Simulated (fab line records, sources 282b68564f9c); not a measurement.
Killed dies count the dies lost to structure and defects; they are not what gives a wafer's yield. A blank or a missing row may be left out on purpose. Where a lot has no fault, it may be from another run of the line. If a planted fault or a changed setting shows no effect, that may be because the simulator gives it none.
Which of the tools did it? | flow rit_cmos | route of 202 steps, sampled at 1 step: 14 lots, 42 wafers

## WHAT EACH GAUGE READ, for each wafer
The record lacks any reading of a measuring or inspecting step that a usual standard deviation could be used to judge.

## EACH LOT AND THE TOOL THAT RAN IT (in order: tool; ch and the chambers of the sampled wafers; start)
lot  | RIT_PWELL_DEVELOP_05
L900 | litho_track-04 ch 0, day 2 08:00
L902 | litho_track-03 ch 0, day 2 18:00
L903 | litho_track-03 ch 0, day 3 01:00
L910 | litho_track-02, day 4 11:00
L911 | litho_track-04, day 4 15:00
L912 | litho_track-04 ch 0, day 4 23:00
L913 | litho_track-03 ch 0, day 5 03:00
L914 | litho_track-03 ch 0, day 5 07:00
L915 | litho_track-04 ch 0, day 5 12:00
L916 | litho_track-02 ch 0, day 5 17:00
L918 | litho_track-03 ch 0, day 6 03:00
L919 | litho_track-03 ch 0, day 6 07:00
L920 | litho_track-03 ch 0, day 6 13:00
L921 | litho_track-04 ch 0, day 6 17:00
- RIT_PWELL_DEVELOP_05: develop time 68 s.

## AS READ BY THE TOOLS THEMSELVES (means over the sampled wafers that have a number; for cases with no such wafer, the mark the record gives instead)
RIT_PWELL_DEVELOP_05. Usual: chill_plate_temp_C 22.99 C, standard deviation 0.11.
lot  | tool           | chill_plate_temp_C (C) | flag
L900 | litho_track-04 | 23.02                  |
L902 | litho_track-03 | 22.83                  |
L903 | litho_track-03 | 22.89                  |
L910 | litho_track-02 | -                      | OFF
L911 | litho_track-04 | -                      | OFF
L912 | litho_track-04 | 23.05                  |
L913 | litho_track-03 | 22.96                  |
L914 | litho_track-03 | 23.01                  |
L915 | litho_track-04 | 23.06                  |
L916 | litho_track-02 | 23.00                  |
L918 | litho_track-03 | 23.12                  |
L919 | litho_track-03 | 22.98                  |
L920 | litho_track-03 | 22.93                  |
L921 | litho_track-04 | 23.18                  |

## THE ANSWER, worked out from the rows above alone
Rule: a lot counts as off when the mean over its wafers that have a number is more than 3 standard deviations away from the usual mean. Also off: a lot with no number at a reading for which 4 or more lots have one. Any other lot the step has rows for is counted as sound. First the gauges in route order, then the tools' own readings, where a lot's mean is used as printed above. At the first step where some lot is off, the reading lying furthest off is the one used; lots without a number count as furthest.
Off at RIT_PWELL_DEVELOP_05 (chill_plate_temp_C): L910, L911. Without a number there: L910, L911.
A tool fits if, at that step or a process step before it, it ran every lot that is off, and no sound lot after the first of them. Not one of the candidates tried fits.

## WHAT HAD BEEN PUT IN BY THE SIMULATOR
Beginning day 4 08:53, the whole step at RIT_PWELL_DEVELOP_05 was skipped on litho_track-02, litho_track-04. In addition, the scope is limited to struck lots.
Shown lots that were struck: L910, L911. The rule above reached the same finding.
